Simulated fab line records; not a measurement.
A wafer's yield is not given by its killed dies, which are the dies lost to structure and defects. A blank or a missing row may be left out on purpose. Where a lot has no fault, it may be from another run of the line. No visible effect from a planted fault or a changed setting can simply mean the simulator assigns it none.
Which of the tools did it?	flow berkeleyCmos170	39 wafers from 13 lots sampled at 5 of the route's 331 steps

== WHAT THE GAUGES SHOWED, per wafer ==
UCB170_SACOX_THK_MEAS_02.
lot	measured	on	SACOX_OXIDE_THK (nm)
L317	day 5 07:14	filmMetro-04	14.17 14.12 14.24
L318	day 5 07:17	filmMetro-04	14.02 14.08 14.08
L323	day 6 06:20	filmMetro-04	14.15 14.23 14.22
L327	day 7 05:44	filmMetro-01	14.51 14.50 14.39
L326	day 7 05:44	filmMetro-02	14.32 14.43 14.44
L328	day 7 05:44	filmMetro-04	14.27 14.24 14.17
L329	day 7 05:49	filmMetro-01	14.50 14.35 14.45
L331	day 8 04:17	filmMetro-04	14.04 13.97 14.27
L332	day 8 04:17	filmMetro-01	14.72 14.38 14.43
L333	day 8 14:55	filmMetro-01	14.77 14.72 14.80
L339	day 9 10:02	filmMetro-02	14.11 14.24 14.54
L337	day 9 10:06	filmMetro-04	13.84 13.94 13.89
L340	day 9 20:10	filmMetro-02	14.51 14.42 14.45

UCB170_CONTACT_THK_MEAS_02.
lot	measured	on	CONTACT_PSG_THK (nm)
L317	day 7 00:03	filmMetro-02	692 690 695
L318	day 7 00:02	filmMetro-01	708 712 712
L323	day 8 01:05	filmMetro-02	703 701 704
L327	day 8 22:35	filmMetro-02	708 711 709
L326	day 8 22:35	filmMetro-04	712 709 713
L328	day 8 22:35	filmMetro-01	716 712 707
L329	day 8 21:14	filmMetro-04	689 695 696
L331	day 10 03:09	filmMetro-04	702 698 702
L332	day 10 00:29	filmMetro-02	688 687 690
L333	day 10 07:13	filmMetro-01	705 702 706
L339	day 11 05:41	filmMetro-04	706 707 702
L337	day 11 05:34	filmMetro-04	516 514 518 516 514 518
L340	day 11 12:44	filmMetro-04	715 703 703

UCB170_CONTACT_CD_MEAS_15: target cd 700 nm.
lot	measured	on	cdNm (nm)
L317	day 7 01:50	cdSem-02	701.6 700.5 700.1
L318	day 7 02:21	cdSem-01	697.3 697.2 694.4
L323	day 8 03:00	cdSem-01	698.9 699.5 697.8
L327	day 9 00:31	cdSem-01	700.0 700.1 700.4
L326	day 9 00:45	cdSem-02	697.3 697.3 699.7
L328	day 9 00:49	cdSem-01	700.0 697.1 699.0
L329	day 8 23:24	cdSem-01	699.4 697.2 699.1
L331	day 10 04:59	cdSem-01	701.6 702.0 701.1
L332	day 10 02:30	cdSem-01	699.9 697.2 699.4
L333	day 10 09:02	cdSem-01	702.0 702.3 702.0
L339	day 11 08:05	cdSem-01	698.8 699.9 697.5
L337	day 11 09:59	cdSem-02	702.5 702.0 700.9
L340	day 11 14:43	cdSem-02	697.9 698.3 699.5

== EACH LOT AND THE TOOL THAT RAN IT (in order: tool; ch and the chambers of the sampled wafers; start) ==
lot	UCB170_NLDD_STRIP_10	UCB170_CONTACT_CVD_01
L317	plasmaAsher-03 ch 0,1, day 6 09:52	lpcvd-01 ch 0, day 6 22:15
L318	plasmaAsher-03 ch 0,1, day 6 10:06	lpcvd-01 ch 0, day 6 22:15
L323	plasmaAsher-04 ch 0,1, day 7 11:27	lpcvd-02 ch 0, day 7 23:17
L327	plasmaAsher-04 ch 0,1, day 8 10:10	lpcvd-01 ch 1, day 8 20:48
L326	plasmaAsher-03 ch 1, day 8 09:55	lpcvd-01 ch 0, day 8 20:48
L328	plasmaAsher-03 ch 0,1, day 8 10:24	lpcvd-01 ch 1, day 8 20:48
L329	plasmaAsher-02 ch 0,1, day 8 09:21	lpcvd-02 ch 1, day 8 19:26
L331	plasmaAsher-04 ch 0, day 9 10:59	lpcvd-02 ch 0, day 10 00:29
L332	plasmaAsher-02 ch 0,1, day 9 10:32	lpcvd-02 ch 0, day 9 21:48
L333	plasmaAsher-04 ch 0,1, day 9 20:27	lpcvd-02 ch 0, day 10 05:26
L339	plasmaAsher-03 ch 0,1, day 10 15:56	lpcvd-01 ch 1, day 11 02:57
L337	plasmaAsher-02 ch 0,1, day 10 16:23	lpcvd-02 ch 0, day 11 03:46
L340	plasmaAsher-02 ch 0,1, day 10 22:29	lpcvd-01 ch 0, day 11 10:03
- UCB170_NLDD_STRIP_10: strips in O2.
- UCB170_CONTACT_CVD_01: deposits PSG from SiH4/O2/PH3, target thk 700 nm, time 2820 s.

== AS READ BY THE TOOLS THEMSELVES (means over the sampled wafers that have a number; for cases with no such wafer, the mark the record gives instead) ==
UCB170_NLDD_STRIP_10.
lot	tool	drypumpMotorCurrentA (A)	oesProductAu (a.u.)	stripTimeToEndpointS (s)
L317	plasmaAsher-03	5.60	0.730	21.62
L318	plasmaAsher-03	5.61	0.728	21.77
L323	plasmaAsher-04	5.88	0.730	21.64
L327	plasmaAsher-04	5.92	0.732	21.65
L326	plasmaAsher-03	5.49	0.737	21.63
L328	plasmaAsher-03	5.70	0.736	21.67
L329	plasmaAsher-02	5.68	0.734	21.60
L331	plasmaAsher-04	5.76	0.731	21.63
L332	plasmaAsher-02	5.68	0.731	21.68
L333	plasmaAsher-04	5.81	0.735	21.58
L339	plasmaAsher-03	5.59	0.736	21.64
L337	plasmaAsher-02	5.75	0.733	21.63
L340	plasmaAsher-02	5.68	0.733	21.58

UCB170_CONTACT_CVD_01.
lot	tool	sih4FlowSccm (sccm)
L317	lpcvd-01	59.90
L318	lpcvd-01	60.08
L323	lpcvd-02	60.14
L327	lpcvd-01	60.15
L326	lpcvd-01	59.84
L328	lpcvd-01	60.15
L329	lpcvd-02	59.90
L331	lpcvd-02	60.05
L332	lpcvd-02	60.08
L333	lpcvd-02	60.04
L339	lpcvd-01	60.18
L337	lpcvd-02	60.21
L340	lpcvd-01	60.15

== THE ANSWER, worked out from the rows above alone ==
Rule: usual is defined by the lots themselves. Put in order of their means at a reading, lots are off if they are a third of the lots or fewer, leave a main group of 4 or more, and stand apart from it by a gap of 3 or more times the standard deviation of the main group's means; of several such gaps the widest counts. Not used: any main group whose means are identical at the precision the tables above print for the reading. A lot without any number at a reading at which 4 lots or more have one is off too. All remaining lots with rows at the step are treated as sound. Order of review: gauges by route order, followed by the tools' own readings, for which a lot's mean as printed above is used. The first step at which some lot is off is used, and at that step the reading that is off furthest; a lot without a number counts as furthest.
Off: L337, seen at UCB170_CONTACT_THK_MEAS_02 (CONTACT_PSG_THK). For the main group the mean is 703 nm and the standard deviation 7.6.
A tool fits if, at a process step before that reading, it ran every lot that is off, and no sound lot after the first of them. Gauges at UCB170_CONTACT_THK_MEAS_02: tried the same way as those tools. One fits: lpcvd-02 at UCB170_CONTACT_CVD_01. A fault onset in the window from L333 (day 10 05:26, its last sound lot) to L337 (day 11 03:46, its first lot off) fits.

== WHAT THE SIMULATOR PUT IN ==
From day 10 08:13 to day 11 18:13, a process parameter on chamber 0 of lpcvd-02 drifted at UCB170_CONTACT_CVD_01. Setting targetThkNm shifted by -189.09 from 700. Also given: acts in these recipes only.
Struck lots among those shown: L337. The rule above reached the same finding.
